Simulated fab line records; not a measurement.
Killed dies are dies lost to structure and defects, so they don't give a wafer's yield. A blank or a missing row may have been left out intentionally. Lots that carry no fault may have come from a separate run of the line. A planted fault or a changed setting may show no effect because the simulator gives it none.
What tool caused it?	flow rit-cmos	Sampling: 14 lots, 42 wafers, 2 of 202 route steps

WHAT THE GAUGES SHOWED, per wafer
No reading from a measuring or inspecting step in the record can be judged against a usual standard deviation.

WHICH TOOL RAN EACH LOT (tool, then ch and the chambers of the sampled wafers, then the start)
lot	RIT_ACTIVE_CLEAN_16	RIT_M1_PROBE_99
L671	wet-bench-04 ch 2, day 1 15:55	prober-02, day 3 20:14
L672	wet-bench-02 ch 0, day 1 20:20	prober-01, day 3 21:47
L673	wet-bench-02 ch 2, day 2 02:33	prober-02, day 3 23:17
L675	wet-bench-01 ch 3, day 2 11:22	prober-02, day 4 10:39
L677	wet-bench-04 ch 3, day 2 22:45	prober-02, day 4 22:42
L682	wet-bench-02 ch 3, day 3 23:37	prober-01, day 5 18:46
L683	wet-bench-02 ch 1, day 4 04:03	prober-02, day 6 02:48
L684	wet-bench-02 ch 0, day 4 08:26	prober-01, day 6 10:08
L686	wet-bench-01 ch 3, day 4 19:10	prober-01, day 7 01:10
L687	wet-bench-04 ch 1, day 4 23:34	prober-02, day 7 02:40
L688	wet-bench-01 ch 1, day 5 06:10	prober-01, day 7 15:53
L689	wet-bench-01 ch 0, day 5 09:27	prober-02, day 7 22:26
L690	wet-bench-01 ch 3, day 5 17:08	prober-01, day 8 07:14
L692	wet-bench-01 ch 2, day 6 02:49	prober-02, day 8 12:16
- RIT_ACTIVE_CLEAN_16: cleans in dHF, time 30 s.
- RIT_M1_PROBE_99

WHAT THE TOOLS THEMSELVES READ (means of the sampled wafers that have a number; where no wafer has one, the mark that the record gives instead)
RIT_M1_PROBE_99. Usual: killed-at-front-end 6.6, standard deviation 2.7; killed-dies 6.7, standard deviation 2.7; killed-open 3.4, standard deviation 2; killed-short 3.2, standard deviation 1.8.
lot	tool	killed-at-front-end	killed-dies	killed-open	killed-short	flag
L671	prober-02	6.0	6.0	2.3	3.7	
L672	prober-01	7.7	7.7	4.7	3.0	
L673	prober-02	8.7	8.7	5.3	3.3	
L675	prober-02	7.3	7.3	4.0	3.3	
L677	prober-02	6.3	6.3	3.7	2.7	
L682	prober-01	8.7	8.7	4.3	4.3	
L683	prober-02	45.7	45.7	2.0	1.0	OFF
L684	prober-01	44.7	44.7	2.0	2.0	OFF
L686	prober-01	5.7	5.7	2.0	3.3	
L687	prober-02	5.3	5.3	2.0	3.3	
L688	prober-01	5.0	5.0	2.3	2.7	
L689	prober-02	9.0	9.0	4.0	5.0	
L690	prober-01	5.7	5.7	2.0	3.7	
L692	prober-02	8.7	8.7	3.0	5.7	

THE ANSWER, worked out from the rows above alone
Rule: a lot counts as off when the mean over its wafers that have a number is more than 3 standard deviations away from the usual mean. Also off: a lot with no number at a reading for which 4 or more lots have one. Any other lot the step has rows for is counted as sound. After the gauges, taken in route order, come the tools' own readings; for these a lot's mean is taken, as printed above. At the first step where some lot is off, the reading lying furthest off is the one used; lots without a number count as furthest.
Off at RIT_M1_PROBE_99 (killed-at-front-end): L683, L684.
If a tool, at that step or one of the process steps before it, ran each lot that is off and ran no sound lot following the first of them, it fits. One fits: RIT_ACTIVE_CLEAN_16 on wet-bench-02. Its last sound lot is L682 (day 3 23:37), its first lot that is off L683 (day 4 04:03): a fault that began between those two fits.

WHAT THE SIMULATOR PUT IN
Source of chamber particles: wet-bench-02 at RIT_ACTIVE_CLEAN_16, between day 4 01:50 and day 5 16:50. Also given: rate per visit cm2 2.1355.
Shown lots that were struck: L683, L684. The same result came from the rule above.
